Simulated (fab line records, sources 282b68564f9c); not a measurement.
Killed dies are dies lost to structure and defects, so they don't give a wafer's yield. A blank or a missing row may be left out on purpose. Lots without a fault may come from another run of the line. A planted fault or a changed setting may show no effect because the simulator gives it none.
A struck lot beside a sound one | flow rit_cmos | 44 steps out of a route of 202
Sound: wafers L869.2, L869.4, L869.6. Struck: wafers L860.1, L860.3, L860.4. The cause comes at the end.
At each step with rows: each side's tool, then ch and its chambers, then its first start. Under that, the readings that differ: sound wafers | struck wafers | difference of the means | sigmas: that difference in standard deviations of wafers without a fault.
alike: readings whose means differ by less than 2 such deviations, and words and numbers that are the same on both sides. not compared: withheld readings, readings that some wafer has no value for, bounds like >300 that may hide the same value, and numbers for which the record gives no deviation and whose values overlap.
The two part at a step that has a row with sigmas, a row that says differs or no value, or rows on one side only. Numbers that don't overlap but have no deviation are shown without sigmas and don't part them. A reading that every wafer of one side lacks parts them only if that side has two wafers or more.

first, 1 step without rows for these wafers: RIT_ACTIVE_DEVELOP_10 (develop time 50 s).
RIT_ACTIVE_CD_MEAS_11: target cd 1400 nm.
  sound on cd_sem-01, day 4 08:15; struck on cd_sem-01, day 2 11:25
  alike: cd_nm
then, 1 step without rows for these wafers: RIT_ACTIVE_HARDBAKE_12 (time 60 s).
RIT_ACTIVE_ETCH_13: etches Si3N4 in SF6, stops on SiO2, time 210 s, target depth 210 nm.
  sound on rie_diel-04 ch 1,3, day 4 08:30; struck on rie_diel-04 ch 0,2,3, day 2 11:41
  alike: chamber_pressure_mTorr, drypump_motor_current_A, oes_product_au, throttle_valve_pct
  not compared: rf_hours_counter_h
RIT_ACTIVE_STRIP_14: strips in O2, time 180 s.
  sound on plasma_asher-04 ch 0,1, day 4 08:38; struck on plasma_asher-02 ch 0,1, day 2 11:49
  alike: chamber_pressure_mTorr, drypump_motor_current_A, o2_flow_sccm
  not compared: rf_hours_counter_h
RIT_ACTIVE_CD_MEAS_90: target cd 1400 nm.
  sound on cd_sem-01, day 4 08:50; struck on cd_sem-02, day 2 12:00
  alike: cd_nm
then, 4 steps without rows for these wafers: RIT_ACTIVE_CLEAN_15 (cleans in SC1, time 600 s); RIT_ACTIVE_CLEAN_16 (cleans in dHF, time 30 s); RIT_ACTIVE_CLEAN_17 (cleans in SC2, time 600 s); RIT_FOX1_OXIDATION_00 (target thk 350.7 nm, ox time 1130 s).
RIT_FOX1_THK_MEAS_01:
  sound on film_metro-03, day 4 10:58; struck on film_metro-01, day 2 13:52
  alike: FOX1_OXIDE_THK
then, 1 step without rows for these wafers: RIT_FOX1_WET_ETCH_02 (etches SiO2 in BOE, target depth 350 nm, time 390 s).
RIT_FOX2_OXIDATION_00: target thk 350.7 nm, ox time 1130 s.
  sound on furnace-04 ch 0, day 4 12:02; struck on furnace-03 ch 0, day 2 15:37
  alike: ox_temp_c, spike_tc_source_C, zone_power_source_pct
RIT_FOX2_THK_MEAS_01:
  sound on film_metro-02, day 4 13:21; struck on film_metro-01, day 2 16:55
  reading             | sound       | struck      | difference | sigmas
  FOX2_OXIDE_THK (nm) | 347 343 358 | 534 536 544 | +189       | +38
RIT_FOX2_CLEAN_02: cleans in dHF, time 180 s.
  sound on wet_bench-02 ch 1, day 4 13:24; struck on wet_bench-04 ch 2, day 2 16:59
  reading                                     | sound             | struck            | difference | sigmas
  model.SiO2_of_FOX2_OXIDATION_00.thk_nm (nm) | 330.3 326.3 341   | 517.9 519.7 527.9 | +189.3     |
  model.Si3N4_of_ACTIVE_CVD_03.thk_nm (nm)    | 130.2 130.3 131.4 | 127.7 127.7 127   | -3.2       |
RIT_FOX2_WET_ETCH_03: etches Si3N4 in H3PO4, target depth 195 nm, time 2700 s.
  sound on wet_bench-01 ch 1, day 4 13:28; struck on wet_bench-01 ch 3, day 2 17:02
  reading                                     | sound             | struck            | difference | sigmas
  model.SiO2_of_FOX2_OXIDATION_00.thk_nm (nm) | 319.5 315.5 330.1 | 507.4 509.2 517.4 | +189.6     |
RIT_FOX2_THK_MEAS_90:
  sound on film_metro-01, day 4 14:18; struck on film_metro-01, day 2 17:48
  reading                     | sound       | struck      | difference | sigmas
  FIELD_OXIDE_LEFT_1_THK (nm) | 319 315 330 | 507 509 517 | +190       | +38
then, 6 steps without rows for these wafers: RIT_NWELL_HMDS_00 (prime time 60 s); RIT_NWELL_COAT_01 (resist thk 1300 nm); RIT_NWELL_SOFTBAKE_02 (time 60 s); RIT_NWELL_EXPOSE_03 (exposes mask M2, target cd 43900 nm); RIT_NWELL_PEB_04; RIT_NWELL_DEVELOP_05 (develop time 68 s).
RIT_NWELL_OVL_MEAS_06:
  sound on overlay-02, day 4 15:22; struck on overlay-02, day 2 18:50
  alike: NWELL_OVL
then, 2 steps without rows for these wafers: RIT_NWELL_HARDBAKE_07 (time 120 s); RIT_NWELL_IMPLANT_08.
RIT_NWELL_STRIP_09: strips in O2, time 180 s.
  sound on plasma_asher-04 ch 0,1, day 4 15:48; struck on plasma_asher-01 ch 0,1, day 2 19:23
  alike: chamber_pressure_mTorr, drypump_motor_current_A, o2_flow_sccm
  not compared: rf_hours_counter_h
RIT_NWELL_TW_MEAS_10:
  sound on film_metro-02, day 4 15:59; struck on film_metro-02, day 2 19:33
  alike: NWELL_TW
then, 6 steps without rows for these wafers: RIT_PWELL_HMDS_00 (prime time 60 s); RIT_PWELL_COAT_01 (resist thk 1300 nm); RIT_PWELL_SOFTBAKE_02 (time 60 s); RIT_PWELL_EXPOSE_03 (exposes mask M3, target cd 43700 nm); RIT_PWELL_PEB_04; RIT_PWELL_DEVELOP_05 (develop time 68 s).
RIT_PWELL_OVL_MEAS_06:
  sound on overlay-02, day 4 16:55; struck on overlay-02, day 2 20:49
  alike: PWELL_OVL
then, 2 steps without rows for these wafers: RIT_PWELL_HARDBAKE_07 (time 120 s); RIT_PWELL_IMPLANT_08.
RIT_PWELL_STRIP_09: strips in O2, time 180 s.
  sound on plasma_asher-02 ch 0,1, day 4 17:21; struck on plasma_asher-03 ch 0,1, day 2 21:16
  alike: chamber_pressure_mTorr, drypump_motor_current_A, o2_flow_sccm
  not compared: rf_hours_counter_h
RIT_PWELL_TW_MEAS_10:
  sound on film_metro-03, day 4 17:32; struck on film_metro-02, day 2 21:26
  alike: PWELL_TW
then, 1 step without rows for these wafers: RIT_WELLDRIVE_ANNEAL_00 (time 14700 s).
RIT_WELLDRIVE_RS_MEAS_01: measures by four-point-probe.
  sound on film_metro-04, day 5 01:43; struck on film_metro-04, day 3 03:02
  alike: NWELL_RS
RIT_WELLDRIVE_RS_MEAS_02: measures by four-point-probe.
  sound on film_metro-04, day 5 01:50; struck on film_metro-04, day 3 03:10
  reading           | sound             | struck            | difference | sigmas
  PWELL_RS (ohm/sq) | 429.9 430.4 429.3 | 426.1 426.9 427.7 | -3.0       | -2
RIT_FOX2_THK_MEAS_91:
  sound on film_metro-01, day 5 05:32; struck on film_metro-04, day 3 07:11
  reading                     | sound       | struck      | difference | sigmas
  FIELD_OXIDE_LEFT_2_THK (nm) | 252 248 263 | 439 442 450 | +189       | +39
RIT_M1_PROBE_99:
  sound on prober-02, day 6 08:58; struck on prober-01, day 4 13:23
  alike: killed_at_M0_to_M3, killed_at_contacts, killed_at_front_end, killed_dies, killed_open, killed_short

WHERE THEY PART
First at RIT_FOX2_THK_MEAS_01; last, within this record, at RIT_FOX2_THK_MEAS_91. Later steps at which nothing parts them and some readings are alike: RIT_M1_PROBE_99.

WHY: what the simulator had put in
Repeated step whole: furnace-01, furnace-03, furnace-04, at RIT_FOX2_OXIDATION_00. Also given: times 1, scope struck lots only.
